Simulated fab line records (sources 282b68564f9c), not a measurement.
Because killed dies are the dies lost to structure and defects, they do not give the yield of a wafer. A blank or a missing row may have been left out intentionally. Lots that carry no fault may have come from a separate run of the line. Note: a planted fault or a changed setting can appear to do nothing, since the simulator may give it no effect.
Struck lot and sound lot, side by side | flow ritCmos | 15 out of 202 route steps
Sound: the wafers L609.2, L609.3, L609.5. Struck: wafers L611.3, L611.4, L611.6. The cause is given at the end.
Order at every step that has rows: each side's tool, ch and its chambers, its first start. Under that, the readings that differ: sound wafers | struck wafers | difference of the means | sigmas: that difference in standard deviations of wafers without a fault.
alike: readings whose means differ by less than 2 such deviations, and words and numbers that are the same on both sides. not compared: withheld readings, readings that some wafer has no value for, bounds like >300 that may hide the same value, and numbers for which the record gives no deviation and whose values overlap.
The two part at a step that has a row with sigmas, a row that says differs or no value, or rows on one side only. Numbers that don't overlap but have no deviation are shown without sigmas and don't part them. A reading missing from all wafers of one side parts the sides only when that side holds two or more wafers.

RIT_ACTIVE_BOW_MEAS_00:
  sound on filmMetro-02, day 3 17:01; struck on filmMetro-01, day 4 03:02
  alike: INCOMING_BOW
then, 1 step without rows for these wafers: RIT_ACTIVE_OXIDATION_01 (target thk 46.8 nm, ox time 3200 s).
RIT_ACTIVE_THK_MEAS_02:
  sound on filmMetro-02, day 3 19:18; struck on filmMetro-02, day 4 05:04
  alike: ACTIVE_OXIDE_THK
then, 1 step without rows for these wafers: RIT_ACTIVE_CVD_03 (deposits Si3N4 from SiH2Cl2/NH3, target thk 150 nm, time 1500 s).
RIT_ACTIVE_THK_MEAS_04:
  sound on filmMetro-02, day 3 21:16; struck on filmMetro-01, day 4 06:33
reading                 | sound             | struck            | difference | sigmas
ACTIVE_NITRIDE_THK (nm) | 148.4 147.5 148.5 | 152.0 152.6 152.9 | +4.4       | +3
then, 3 steps without rows for these wafers: RIT_ACTIVE_HMDS_05 (prime time 60 s); RIT_ACTIVE_COAT_06 (resist thk 1000 nm); RIT_ACTIVE_SOFTBAKE_07 (time 60 s).
RIT_ACTIVE_EXPOSE_08: exposes mask M1, target cd 1400 nm.
  sound on ilineStepper-02 ch 0, day 3 21:47; struck on ilineStepper-01 ch 0, day 4 07:05
reading           | sound                | struck               | difference | sigmas
exposureDoseMJCm2 | 223.61 223.55 223.42 | 248.44 248.75 248.73 | +25.11     | +99 or more
  alike: mask
next, for these wafers, 1 step has no rows: RIT_ACTIVE_PEB_09.
RIT_ACTIVE_DEVELOP_10: develop time 51 s.
  sound on lithoTrack-02 ch 0; struck on lithoTrack-01 ch 0
reading                | sound          | struck         | difference | sigmas
model.ACTIVE.cdNm (nm) | 1398 1398 1400 | 1369 1368 1366 | -31        | 
RIT_ACTIVE_CD_MEAS_11: target cd 1400 nm.
  sound on cdSem-02, day 3 22:11; struck on cdSem-02, day 4 07:46
reading   | sound                | struck               | difference | sigmas
cdNm (nm) | 1398.0 1398.2 1399.5 | 1368.4 1368.5 1365.7 | -31.0      | -13
  not compared: hold
RIT_ACTIVE_ETCH_13: etches Si3N4 in SF6, stops on SiO2, time 210 s, target depth 210 nm.
  sound on rieDiel-01 ch 0,1,3, day 3 22:26; struck on rieDiel-03 ch 1,2,3, day 4 10:16
reading                | sound          | struck         | difference | sigmas
model.ACTIVE.cdNm (nm) | 1398 1398 1400 | 1369 1369 1366 | -31        | 
  alike: chamberPressureMTorr, drypumpMotorCurrentA, oesProductAu, throttleValvePct
  not compared: rfHoursCounterH
RIT_ACTIVE_STRIP_14: strips in O2, time 180 s.
  sound on plasmaAsher-02 ch 1, day 3 22:34; struck on plasmaAsher-03 ch 0,1, day 4 10:36
  alike: chamberPressureMTorr, drypumpMotorCurrentA
  not compared: rfHoursCounterH
-- the record jumps here: 2 days lie between the struck wafers' starts before and after (it left off in module ACTIVE and takes up again in module M1, whose first step shown is number 202 of the route) --
RIT_M1_PROBE_99:
  sound on prober-01, day 5 17:11; struck on prober-01, day 6 15:07
  alike: killed_at_M0_to_M3, killedAtContacts, killedAtFrontEnd, killedDies, killedOpen, killedShort

WHERE THEY PART
Last at RIT_ACTIVE_CD_MEAS_11 as far as this record goes, first at RIT_ACTIVE_THK_MEAS_04. Later steps at which nothing parts them and some readings are alike: RIT_ACTIVE_ETCH_13, RIT_ACTIVE_STRIP_14, RIT_M1_PROBE_99.

WHY: whatever the simulator had introduced
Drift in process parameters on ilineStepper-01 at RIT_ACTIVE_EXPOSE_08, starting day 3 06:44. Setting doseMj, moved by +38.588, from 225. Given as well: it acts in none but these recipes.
